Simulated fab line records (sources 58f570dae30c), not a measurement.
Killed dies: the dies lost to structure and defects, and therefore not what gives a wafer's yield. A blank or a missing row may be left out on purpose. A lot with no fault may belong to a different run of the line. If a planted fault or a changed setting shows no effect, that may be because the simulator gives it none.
Lot-split experiment	flow berkeley_cmos170	5 lots, 23 wafers read, on a route of 331 steps

THE SPLIT
At UCB170_ACTIVE_OXIDATION_02 (target thk 26.4 nm, ox time 1260 s), the setting temp_c was moved away from the recipe's 1000 C on 15 of the 23 wafers read, by -1.7% to +2.5%. All remaining wafers had this setting at the recipe value.

Split to reading: the file shows no intervening step.

THE READING
Values of ACTIVE_OXIDE_THK in nm from UCB170_ACTIVE_THK_MEAS_03. Typical for fault-free wafers on this fab line: 26.3 nm, with standard deviation 0.47 nm.

wafer	tool, chamber at the split	temp_c as run, C	against the recipe	ACTIVE_OXIDE_THK, nm	against lot-mates on the recipe
L074.1	-, -	982.9	-1.7%	21.9	no lot-mate on the recipe
L074.2	-, -	982.9	-1.7%	21.5	no lot-mate on the recipe
L074.4	-, -	982.9	-1.7%	21.4	no lot-mate on the recipe
L074.5	-, -	982.9	-1.7%	21.4	no lot-mate on the recipe
L074.6	-, -	982.9	-1.7%	21.5	no lot-mate on the recipe
L075.2	-, -	1000	recipe	25.5	-
L075.3	-, -	1000	recipe	25.4	-
L075.4	-, -	1000	recipe	26.0	-
L075.5	-, -	1000	recipe	25.1	-
L075.6	-, -	1000	recipe	25.3	-
L078.2	-, -	1025	+2.5%	32.6	no lot-mate on the recipe
L078.3	-, -	1025	+2.5%	33.0	no lot-mate on the recipe
L078.4	-, -	1025	+2.5%	32.9	no lot-mate on the recipe
L078.5	-, -	1025	+2.5%	33.3	no lot-mate on the recipe
L078.6	-, -	1025	+2.5%	32.9	no lot-mate on the recipe
L079.1	furnace-03, 0	1000	recipe	26.3	-
L079.2	furnace-03, 0	1000	recipe	26.5	-
L079.3	furnace-03, 0	1000	recipe	26.4	-
L084.1	-, -	988.7	-1.1%	23.8	no lot-mate on the recipe
L084.3	-, -	988.7	-1.1%	23.2	no lot-mate on the recipe
L084.4	-, -	988.7	-1.1%	23.4	no lot-mate on the recipe
L084.5	-, -	988.7	-1.1%	23.7	no lot-mate on the recipe
L084.6	-, -	988.7	-1.1%	23.1	no lot-mate on the recipe

THE FIT
A straight line over all 23 wafers: ACTIVE_OXIDE_THK changes by +2.67 nm for each +1% of temp_c; r = +0.99; the points scatter about the line by 0.46 nm.
Too few moved wafers have a lot-mate on the recipe to fit a line with each lot's own level taken away.

THE WHOLE CHAIN: every reading that the file lists as answering this split, in the file's order
step	what it does	reading	change (the file's fit)	r (the file's)
UCB170_ACTIVE_OXIDATION_02	target thk 26.4 nm, ox time 1260 s	SiO2_of_ACTIVE_OXIDATION_02.thk_nm (the simulator's own value, which no gauge read)	+2.65 nm for each +1% of the setting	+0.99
UCB170_ACTIVE_THK_MEAS_03		ACTIVE_OXIDE_THK	+2.67 for each +1% of the setting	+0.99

FILE'S OWN FIT
ACTIVE_OXIDE_THK changes by +2.67 nm for each +1% of temp_c, r = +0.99.
